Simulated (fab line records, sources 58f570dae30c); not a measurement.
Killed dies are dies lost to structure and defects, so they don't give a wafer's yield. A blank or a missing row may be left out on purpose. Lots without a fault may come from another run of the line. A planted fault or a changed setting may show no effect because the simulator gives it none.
A struck lot beside a sound one | flow berkeley_cmos170 | 14 steps out of a route of 331
Sound: wafers L116.2, L116.5, L116.6. Struck: wafers L135.1, L135.2, L135.6. The cause comes at the end.
At each step with rows: each side's tool, then ch and its chambers, then its first start. Under that, the readings that differ: sound wafers | struck wafers | difference of the means | sigmas: that difference in standard deviations of wafers without a fault.
alike: readings whose means differ by less than 2 such deviations, and words and numbers that are the same on both sides. not compared: withheld readings, readings that some wafer has no value for, bounds like >300 that may hide the same value, and numbers for which the record gives no deviation and whose values overlap.
The two part at a step that has a row with sigmas, a row that says differs or no value, or rows on one side only. Numbers that don't overlap but have no deviation are shown without sigmas and don't part them. A reading that every wafer of one side lacks parts them only if that side has two wafers or more.

UCB170_M2_SPUTTER_01: material Al, target thk 900 nm, time 120 s.
  sound on pvd_sputter-02, day 8 01:18; struck on pvd_sputter-02, day 12 11:16
  alike: throttle_valve_pct
UCB170_M2_RS_MEAS_02: measures by four-point-probe.
  sound on film_metro-01, day 8 01:25; struck on film_metro-03, day 12 11:20
  alike: M2_AL_RS
UCB170_M2_THK_MEAS_03: measures by xrf.
  sound on film_metro-01, day 8 01:31; struck on film_metro-03, day 12 11:28
  alike: M2_AL_THK
then, 3 steps without rows for these wafers: UCB170_M2_HMDS_04 (prime time 60 s); UCB170_M2_COAT_05 (resist thk 900 nm); UCB170_M2_SOFTBAKE_06 (time 60 s).
UCB170_M2_STRIP_07: strips in O2.
  sound on plasma_asher-03 ch 0,1, day 8 02:12; struck on plasma_asher-03 ch 0,1, day 12 11:58
  alike: drypump_motor_current_A, oes_product_au, strip_time_to_endpoint_s
  not compared: rf_hours_counter_h
then, 5 steps without rows for these wafers: UCB170_M2_STRIP_08 (strips KrF in DMSO, time 600 s); UCB170_M2_COAT_09; UCB170_M2_COAT_10 (resist thk 900 nm); UCB170_M2_SOFTBAKE_11 (time 60 s); UCB170_M2_EXPOSE_12 (exposes mask METAL2, target cd 700 nm).
UCB170_M2_PEB_13:
  sound on litho_track-01 ch 0, day 8 07:22; struck on litho_track-03, day 12 12:49
  no value came back on the struck wafers for chill_plate_temp_C (C), exhaust_pa (Pa), plate_temp_C (C); on the sound wafers chill_plate_temp_C (C) reads 22.77 22.83 22.71
then, 1 step without rows for these wafers: UCB170_M2_DEVELOP_14 (develop time 45 s).

WHERE THEY PART
Only at UCB170_M2_PEB_13, within this record.

WHY: what the simulator had put in
Skipped step whole: litho_track-03, from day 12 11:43 on, at UCB170_M2_PEB_13. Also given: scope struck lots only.
